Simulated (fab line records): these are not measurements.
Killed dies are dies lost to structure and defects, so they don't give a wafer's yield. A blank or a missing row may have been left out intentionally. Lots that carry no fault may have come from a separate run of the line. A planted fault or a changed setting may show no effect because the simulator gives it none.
The same fault as seen by 2 desks | flow rit_cmos | every desk sees just its own numbers, and what lay behind them comes last

== FROM THE METROLOGY DESK ==
What the gauges read, lot by lot, whatever tool the lot ran on: means of the sampled wafers that have a number. If a lot's mean is further than 4 standard deviations from the usual mean, the lot is out of limits and carries the mark OUT (the distance appears in the brackets).
Columns: A = NSD_TW at RIT_NSD_TW_MEAS_10, usual 3101; B = NSD_RS at RIT_SDANNEAL_RS_MEAS_05, usual 84.5 ohm/sq
lot  | first seen here | A               | B
L892 | day 3 03:47     | 3078            | 84.4
L893 | day 3 10:44     | 3028            | 84.4
L894 | day 3 15:05     | 3126            | 84.2
L895 | day 3 21:46     | 3143            | 84.6
L896 | day 4 02:19     | 3067            | 84.8
L897 | day 4 06:40     | 3171            | 84.1
L898 | day 4 10:47     | 3145            | 85.2
L903 | day 5 21:01     | 3150            | 84.0
L906 | day 6 07:26     | 3028            | 84.4
L907 | day 6 11:13     | 3107            | 84.1
L911 | day 7 03:35     | 2805 (-6.4) OUT | 112.8 (+89) OUT
L912 | day 7 07:57     | 3025            | 84.8
L913 | day 7 15:18     | 2852 (-5.4) OUT | 113.2 (+90) OUT
L914 | day 7 22:11     | 3165            | 84.3
This desk's result: L911, L913 out of limits, first on L911 (NSD_TW at RIT_NSD_TW_MEAS_10), day 7 03:35. L892, L893, L894, L895, L896, L897, L898, L903, L906, L907, L912, L914 stayed within limits.

== AT THE TOOL OWNER'S DESK: implanter-02 ==
The tool's own readings at RIT_NSD_IMPLANT_08, given as means over the sampled wafers that have a number, one for each lot that went through this tool. If a lot's mean is further than 4 standard deviations from the usual mean, the lot is out of limits and carries the mark OUT (the distance appears in the brackets).
Columns: A = dose_ions_cm2 at RIT_NSD_IMPLANT_08, usual 9.998e+14; B = faraday_current_uA at RIT_NSD_IMPLANT_08, usual 3132
lot  | first seen here | A                           | B
L895 | day 3 21:26     | 1.001e+15                   | 3183
L897 | day 4 06:23     | 9.997e+14                   | 3130
L903 | day 5 20:37     | 1.000e+15                   | 3143
L907 | day 6 10:53     | 1.000e+15                   | 3123
L911 | day 7 03:18     | 7.010e+14 (-99 or more) OUT | 2166 (-16) OUT
L913 | day 7 14:59     | 6.995e+14 (-99 or more) OUT | 2185 (-16) OUT
This desk's verdict: out of limits on L911, L913, starting with L911 at day 7 03:18 (dose_ions_cm2 at RIT_NSD_IMPLANT_08). L895, L897, L903, L907 stayed within limits.

== BROUGHT TOGETHER ==
On L911, L913, at day 7 03:18, an alarm was possible from the tool owner's desk.
At day 7 03:35 the metrology desk could have sounded an alarm, on L911, L913.
Of the lots named, all ran RIT_NSD_IMPLANT_08 on implanter-02.

== WHAT THE SIMULATOR PUT IN ==
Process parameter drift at RIT_NSD_IMPLANT_08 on implanter-02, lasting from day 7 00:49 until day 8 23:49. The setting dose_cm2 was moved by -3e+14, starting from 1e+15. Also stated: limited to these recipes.
Shown lots that were struck: L911, L913.
Counting hours from when the fault started, the first reading out of limits came at 2 for the tool owner's desk and at 3 for the metrology desk.
